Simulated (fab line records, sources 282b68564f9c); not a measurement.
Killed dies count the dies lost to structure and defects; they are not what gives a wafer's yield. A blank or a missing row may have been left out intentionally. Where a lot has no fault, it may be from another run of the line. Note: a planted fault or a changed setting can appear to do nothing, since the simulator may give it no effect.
2 desks, one fault || flow rit-cmos || each desk holds nothing but its own numbers, with what lay behind them at the end

== METROLOGY DESK ==
What the gauges read, lot by lot, whatever tool the lot ran on: means of the sampled wafers that have a number. A lot is out of limits, marked OUT, if its mean lies more than 4 standard deviations from the usual mean; the brackets give that distance.
Columns: A = M1_AL_RS at RIT_M1_RS_MEAS_01, usual 0.0737 ohm/sq; B = M1_AL_THK at RIT_M1_THK_MEAS_02, usual 399 nm
{"lot": "L562", "first seen here": "day 3 08:24", "A": 0.0738, "B": 397}
{"lot": "L563", "first seen here": "day 3 15:13", "A": 0.0728, "B": 402}
{"lot": "L565", "first seen here": "day 3 21:29", "A": 0.0725, "B": 410}
{"lot": "L567", "first seen here": "day 4 11:44", "A": 0.0737, "B": 397}
{"lot": "L571", "first seen here": "day 5 04:35", "A": "0.1028 (+36) OUT", "B": "288 (-22) OUT"}
{"lot": "L573", "first seen here": "day 5 20:07", "A": "0.1035 (+37) OUT", "B": "288 (-22) OUT"}
{"lot": "L575", "first seen here": "day 6 02:42", "A": "0.1036 (+37) OUT", "B": "284 (-23) OUT"}
{"lot": "L576", "first seen here": "day 6 04:41", "A": 0.0750, "B": 391}
{"lot": "L578", "first seen here": "day 6 20:28", "A": 0.0732, "B": 404}
{"lot": "L580", "first seen here": "day 7 02:56", "A": 0.0734, "B": 399}
{"lot": "L581", "first seen here": "day 7 05:05", "A": 0.0743, "B": 392}
{"lot": "L583", "first seen here": "day 7 20:29", "A": 0.0733, "B": 401}
{"lot": "L585", "first seen here": "day 8 04:52", "A": 0.0746, "B": 396}
This desk finds L571, L573, L575 out of limits, with the earliest case on L571 at day 5 04:35 (M1_AL_RS at RIT_M1_RS_MEAS_01). Within limits: L562, L563, L565, L567, L576, L578, L580, L581, L583, L585.

== TOOL OWNER'S DESK, pvd-sputter-02 ==
The tool's own readings at RIT_M1_SPUTTER_00 (material Al, target thk 400 nm, time 500 s): means of the sampled wafers that have a number, for each lot that ran on this tool. A lot is out of limits, marked OUT, if its mean lies more than 4 standard deviations from the usual mean; the brackets give that distance.
Columns: A = cathode-dc-power-W at RIT_M1_SPUTTER_00, usual 2000.0 W; B = throttle-valve-pct at RIT_M1_SPUTTER_00, usual 30.0 %
{"lot": "L563", "first seen here": "day 3 14:55", "A": 2000.3, "B": 28.7}
{"lot": "L565", "first seen here": "day 3 21:11", "A": 2000.0, "B": 29.1}
{"lot": "L567", "first seen here": "day 4 11:26", "A": 2000.0, "B": 29.5}
{"lot": "L571", "first seen here": "day 5 04:15", "A": 1999.8, "B": 29.1}
{"lot": "L573", "first seen here": "day 5 19:48", "A": 1999.8, "B": 29.2}
{"lot": "L575", "first seen here": "day 6 02:23", "A": 2000.0, "B": 28.9}
This desk's verdict: no lot among the 6 shows anything out of limits.

== ALL TOGETHER ==
The metrology desk could have raised an alarm at day 5 04:35, on L571, L573, L575.
Nothing out of limits was seen by the tool owner's desk.
Tool owner's desk: L571, L573, L575 on record, inside its limits.
Every lot named ran RIT_M1_SPUTTER_00 on pvd-sputter-02.

== WHAT THE SIMULATOR HAD PUT IN ==
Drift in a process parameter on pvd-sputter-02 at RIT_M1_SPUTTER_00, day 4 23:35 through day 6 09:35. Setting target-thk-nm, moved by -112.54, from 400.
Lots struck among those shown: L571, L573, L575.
Per desk, hours elapsed from the start of the fault to the first reading out of limits: for the metrology desk, 5.
